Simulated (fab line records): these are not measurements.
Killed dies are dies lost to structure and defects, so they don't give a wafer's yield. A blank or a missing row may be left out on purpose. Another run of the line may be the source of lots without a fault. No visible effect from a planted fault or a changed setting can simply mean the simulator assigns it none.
Which tool did it? | flow rit_cmos | 14 lots, 42 wafers sampled, at 2 steps of a route of 202

== WHAT THE GAUGES SHOWED, per wafer ==
RIT_GATE_CD_MEAS_16: target cd 150 nm.
lot  | measured    | on        | cd_nm (nm)
L659 | day 2 15:56 | cd_sem-01 | 147.7 146.8 148.7
L660 | day 2 23:17 | cd_sem-01 | 150.0 148.4 148.9
L661 | day 3 02:18 | cd_sem-02 | 152.1 152.4 152.0
L662 | day 3 05:08 | cd_sem-01 | 155.4 155.1 155.0
L663 | day 3 12:25 | cd_sem-02 | 154.1 150.8 152.6
L664 | day 3 17:48 | cd_sem-02 | 151.3 151.3 150.5
L665 | day 3 20:49 | cd_sem-01 | 150.0 149.0 151.8
L666 | day 4 00:38 | cd_sem-01 | 153.7 151.9 151.7
L667 | day 4 08:44 | cd_sem-02 | 150.8 153.4 150.4
L673 | day 5 14:46 | cd_sem-02 | 58.6 59.3 58.7
L674 | day 5 16:35 | cd_sem-02 | 64.1 59.5 64.3
L675 | day 6 00:07 | cd_sem-02 | 152.5 151.9 152.9
L677 | day 6 10:41 | cd_sem-02 | 150.2 148.6 148.6
L682 | day 7 09:27 | cd_sem-02 | 152.4 148.3 153.1

== EACH LOT AND THE TOOL THAT RAN IT (in order: tool; ch and the chambers of the sampled wafers; start) ==
lot  | RIT_GATE_COAT_11
L659 | litho_track-04 ch 0, day 2 15:08
L660 | litho_track-02 ch 0, day 2 22:28
L661 | litho_track-04 ch 0, day 3 01:36
L662 | litho_track-02 ch 0, day 3 04:17
L663 | litho_track-04 ch 0, day 3 11:35
L664 | litho_track-04 ch 0, day 3 17:05
L665 | litho_track-02 ch 0, day 3 20:01
L666 | litho_track-02 ch 0, day 3 23:49
L667 | litho_track-01 ch 0, day 4 07:52
L673 | litho_track-04 ch 0, day 5 14:04
L674 | litho_track-04 ch 0, day 5 15:43
L675 | litho_track-02 ch 0, day 5 23:14
L677 | litho_track-02 ch 0, day 6 09:51
L682 | litho_track-02 ch 0, day 7 08:45
- RIT_GATE_COAT_11: resist thk 850 nm.

== WHAT THE TOOLS THEMSELVES READ (means of the sampled wafers that have a number; where no wafer has one, the mark that the record gives instead) ==
The record holds no such reading with a usual standard deviation.

== THE ANSWER, worked out from the rows above alone ==
Rule: the usual values come from the lots themselves. Put in order of their means at a reading, lots are off if they are a third of the lots or fewer, leave a main group of 4 or more, and stand apart from it by a gap of 3 or more times the standard deviation of the main group's means; of several such gaps the widest counts. A main group is skipped when, at the precision printed for the reading in the tables above, its means are all equal. Also off: a lot with no number at a reading for which 4 or more lots have one. Where the step has rows for the other lots, those lots are counted as sound. After the gauges, taken in route order, come the tools' own readings; for these a lot's mean is taken, as printed above. The first step at which some lot is off is used, and at that step the reading that is off furthest; a lot without a number counts as furthest.
Off, at RIT_GATE_CD_MEAS_16 on cd_nm: L673, L674. The main group has a mean of 151.2 nm with a standard deviation of 1.9.
If a tool, at a process step before that reading, ran all the lots that are off and no sound lot after the first of them, it fits. The gauges at RIT_GATE_CD_MEAS_16 are tried like those tools. One candidate fits, namely litho_track-04 at RIT_GATE_COAT_11. Its last sound lot is L664 (day 3 17:05), its first lot that is off L673 (day 5 14:04): a fault that began between those two fits.

== WHAT THE SIMULATOR PUT IN ==
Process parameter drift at RIT_GATE_COAT_11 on litho_track-04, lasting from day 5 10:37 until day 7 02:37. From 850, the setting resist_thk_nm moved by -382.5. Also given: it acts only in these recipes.
Struck lots among those shown: L673, L674. The rule above reached the same finding.
